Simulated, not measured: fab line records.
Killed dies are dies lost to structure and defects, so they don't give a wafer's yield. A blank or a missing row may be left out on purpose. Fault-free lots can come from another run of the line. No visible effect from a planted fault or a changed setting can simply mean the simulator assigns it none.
Comparing a struck lot with a sound one || flow berkeleyCmos170 || 15 steps out of a route of 331
Sound: these wafers, L523.2, L523.3, L523.4. The struck wafers were L513.1, L513.4, L513.5. Last of all comes the cause.
For every step that has rows: the tool of each side, followed by ch and its chambers, followed by its first start. Under that, the readings that differ: sound wafers || struck wafers || difference of the means || sigmas: that difference in standard deviations of wafers without a fault.
alike: same words and numbers on both sides, and readings whose means sit less than 2 such deviations apart. not compared: any withheld reading, any reading some wafer has no value for, any bound like >300 that may hide the same value, and any number with overlapping values for which the record gives no deviation.
The two part at a step that has a row with sigmas, a row that says differs or no value, or rows on one side only. Non-overlapping numbers with no deviation appear without sigmas and do not part them. Lack of a reading on every wafer of one side parts them only where that side has two or more wafers.

UCB170_NWELL_THK_MEAS_02:
  struck on filmMetro-03, day 4 00:47; sound on filmMetro-04, day 6 01:02
  alike: NWELL_OXIDE_THK
then, 2 steps without rows for these wafers: UCB170_NWELL_ANNEAL_03 (time 900 s); UCB170_NWELL_CVD_04 (deposits Si3N4 from SiH2Cl2/NH3, target thk 224 nm, time 3360 s).
UCB170_NWELL_THK_MEAS_05:
  struck on filmMetro-03, day 4 04:34; sound on filmMetro-02, day 6 08:35
{"reading": "NWELL_NITRIDE_THK (nm)", "sound": "226.6 228.3 227.3", "struck": "223.8 223.0 223.3", "difference": -4.0, "sigmas": -2}
then, 6 steps without rows for these wafers: UCB170_NWELL_HMDS_06 (prime time 60 s); UCB170_NWELL_COAT_07 (resist thk 900 nm); UCB170_NWELL_SOFTBAKE_08 (time 60 s); UCB170_NWELL_EXPOSE_09 (exposes mask NWELL, target cd 3000 nm); UCB170_NWELL_PEB_10; UCB170_NWELL_DEVELOP_11 (develop time 45 s).
UCB170_NWELL_OVL_MEAS_12:
  struck on overlay-01, day 4 05:53; sound on overlay-01, day 6 11:25
  alike: NWELL_OVL
UCB170_NWELL_ETCH_13: etches Si3N4 in CH3F/Ar/O2, stops on SiO2, target depth 246.4 nm, time 154 s.
  sound on rieDiel-01 ch 0,1,2, day 6 11:27; struck on rieDiel-03 ch 0,2,3, day 4 05:56
  alike: drypumpMotorCurrentA, oesProductAu, throttleValvePct
  not compared: rfHoursCounterH
UCB170_NWELL_IMPLANT_14:
  sound on implanter-04 ch 0, day 6 11:35; struck on implanter-02 ch 0, day 4 06:02
{"reading": "doseIonsCm2", "sound": "9.985e+12 1.0005e+13 9.991e+12", "struck": "1.0401e+13 1.0389e+13 1.0408e+13", "difference": "+4.0567e+11", "sigmas": "+37"}
  alike: beamOnS
UCB170_NWELL_STRIP_15: strips in O2.
  sound on plasmaAsher-01 ch 0,1, day 6 11:42; struck on plasmaAsher-04 ch 0,1, day 4 06:11
  alike: drypumpMotorCurrentA, oesProductAu, stripTimeToEndpointS
  not compared: rfHoursCounterH
-- the record jumps here: 6 days lie between the struck wafers' starts before and after (it left off in module NWELL and takes up again in module M3, whose first step shown is number 331 of the route) --
UCB170_M3_PROBE_99:
  struck on prober-01, day 10 16:41; sound on prober-01, day 13 02:22
{"reading": "model.etest.nwellPinched.rsOhmSq", "sound": "1274 1279 1272", "struck": "1246 1255 1244", "difference": -27, "sigmas": ""}
{"reading": "model.etest.nwell.rsOhmSq", "sound": "865.7 860.7 854.4", "struck": "841.3 840.4 836.7", "difference": -20.8, "sigmas": ""}
{"reading": "model.etest.nwell.lineOhmUm", "sound": "362.7 354.2 365.3", "struck": "348.1 353.4 350.3", "difference": -10.1, "sigmas": ""}
{"reading": "model.etest.vpnp.gain", "sound": "11.34 11.25 11.15", "struck": "11.02 10.94 10.97", "difference": -0.27, "sigmas": ""}
{"reading": "model.etest.diodePplusNwell.bvV (V)", "sound": "10.62 10.74 10.91", "struck": "10.47 10.56 10.48", "difference": -0.25, "sigmas": ""}
{"reading": "model.etest.diodePplusComb.cjFfUm2", "sound": "1.105 1.104 1.103", "struck": "1.12 1.116 1.117", "difference": "+0.01", "sigmas": ""}
{"reading": "model.etest.diodePplusNwell.cjFfUm2", "sound": "0.7086 0.7093 0.7077", "struck": "0.7174 0.714 0.7169", "difference": "+0.0076", "sigmas": ""}
  not compared: model.etest.nwell.widthNm

WHERE THEY PART
Earliest at UCB170_NWELL_THK_MEAS_05; latest, in this record, at UCB170_NWELL_IMPLANT_14. Later steps at which nothing parts them and some readings are alike: UCB170_NWELL_STRIP_15.

WHY: what had been put in by the simulator
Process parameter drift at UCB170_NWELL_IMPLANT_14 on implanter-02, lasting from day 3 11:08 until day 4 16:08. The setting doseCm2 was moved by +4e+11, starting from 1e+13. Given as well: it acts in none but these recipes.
